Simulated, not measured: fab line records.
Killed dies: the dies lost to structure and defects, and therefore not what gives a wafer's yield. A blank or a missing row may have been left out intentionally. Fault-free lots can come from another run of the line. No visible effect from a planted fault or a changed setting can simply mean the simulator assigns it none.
Split-lot study | flow rit cmos | 23 wafers read across 5 lots, on a route 202 steps long

THE SPLIT
At RIT_ACTIVE_OXIDATION_01 (target thk 46.8 nm, ox time 3360 s), the setting temp c was moved away from the recipe's 1000 C on 15 of the 23 wafers read, by -1.8% to -1.4%. For the rest of the wafers, this setting stayed at what the recipe calls for.

There is no step in the file separating the split from the reading.

THE READING
ACTIVE_OXIDE_THK, in nm, at RIT_ACTIVE_THK_MEAS_02. A value of 47.0 nm with a standard deviation of 0.67 nm is what fault-free wafers of this fab line usually give.

wafer  | tool, chamber at the split | temp c as run, C | against the recipe | ACTIVE_OXIDE_THK, nm | against lot-mates on the recipe
L074.1 | -, -                       | 985.6            | -1.4%              | 41.3                 | no lot-mate on the recipe
L074.2 | -, -                       | 985.6            | -1.4%              | 41.7                 | no lot-mate on the recipe
L074.3 | -, -                       | 985.6            | -1.4%              | 41.4                 | no lot-mate on the recipe
L074.4 | -, -                       | 985.6            | -1.4%              | 41.5                 | no lot-mate on the recipe
L074.6 | -, -                       | 985.6            | -1.4%              | 41.4                 | no lot-mate on the recipe
L076.1 | -, -                       | 986.2            | -1.4%              | 41.0                 | no lot-mate on the recipe
L076.2 | -, -                       | 986.2            | -1.4%              | 41.4                 | no lot-mate on the recipe
L076.4 | -, -                       | 986.2            | -1.4%              | 40.5                 | no lot-mate on the recipe
L076.5 | -, -                       | 986.2            | -1.4%              | 41.3                 | no lot-mate on the recipe
L076.6 | -, -                       | 986.2            | -1.4%              | 40.7                 | no lot-mate on the recipe
L078.1 | furnace-04, 0              | 1000             | recipe             | 47.0                 | -
L078.2 | furnace-04, 0              | 1000             | recipe             | 47.6                 | -
L078.3 | furnace-04, 0              | 1000             | recipe             | 46.8                 | -
L079.1 | -, -                       | 981.5            | -1.8%              | 40.3                 | no lot-mate on the recipe
L079.2 | -, -                       | 981.5            | -1.8%              | 39.2                 | no lot-mate on the recipe
L079.4 | -, -                       | 981.5            | -1.8%              | 39.6                 | no lot-mate on the recipe
L079.5 | -, -                       | 981.5            | -1.8%              | 40.1                 | no lot-mate on the recipe
L079.6 | -, -                       | 981.5            | -1.8%              | 39.5                 | no lot-mate on the recipe
L084.1 | -, -                       | 1000             | recipe             | 48.0                 | -
L084.2 | -, -                       | 1000             | recipe             | 47.9                 | -
L084.4 | -, -                       | 1000             | recipe             | 48.5                 | -
L084.5 | -, -                       | 1000             | recipe             | 47.4                 | -
L084.6 | -, -                       | 1000             | recipe             | 47.3                 | -

THE FIT
A straight line over all 23 wafers: ACTIVE_OXIDE_THK changes by +4.33 nm for each +1% of temp c; r = +0.99; the points scatter about the line by 0.52 nm.
Too few moved wafers have a lot-mate on the recipe to fit a line with each lot's own level taken away.

THE WHOLE CHAIN: every reading that the file lists as answering this split, in the file's order
step                    | what it does                       | reading                                                                             | change (the file's fit)              | r (the file's)
RIT_ACTIVE_OXIDATION_01 | target thk 46.8 nm, ox time 3360 s | SiO2_of_ACTIVE_OXIDATION_01.thk nm (the simulator's own value, which no gauge read) | +4.32 nm for each +1% of the setting | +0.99
RIT_ACTIVE_THK_MEAS_02  |                                    | ACTIVE_OXIDE_THK                                                                    | +4.33 for each +1% of the setting    | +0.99

THE FILE'S OWN FIT
ACTIVE_OXIDE_THK changes by +4.33 nm for each +1% of temp c, r = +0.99.
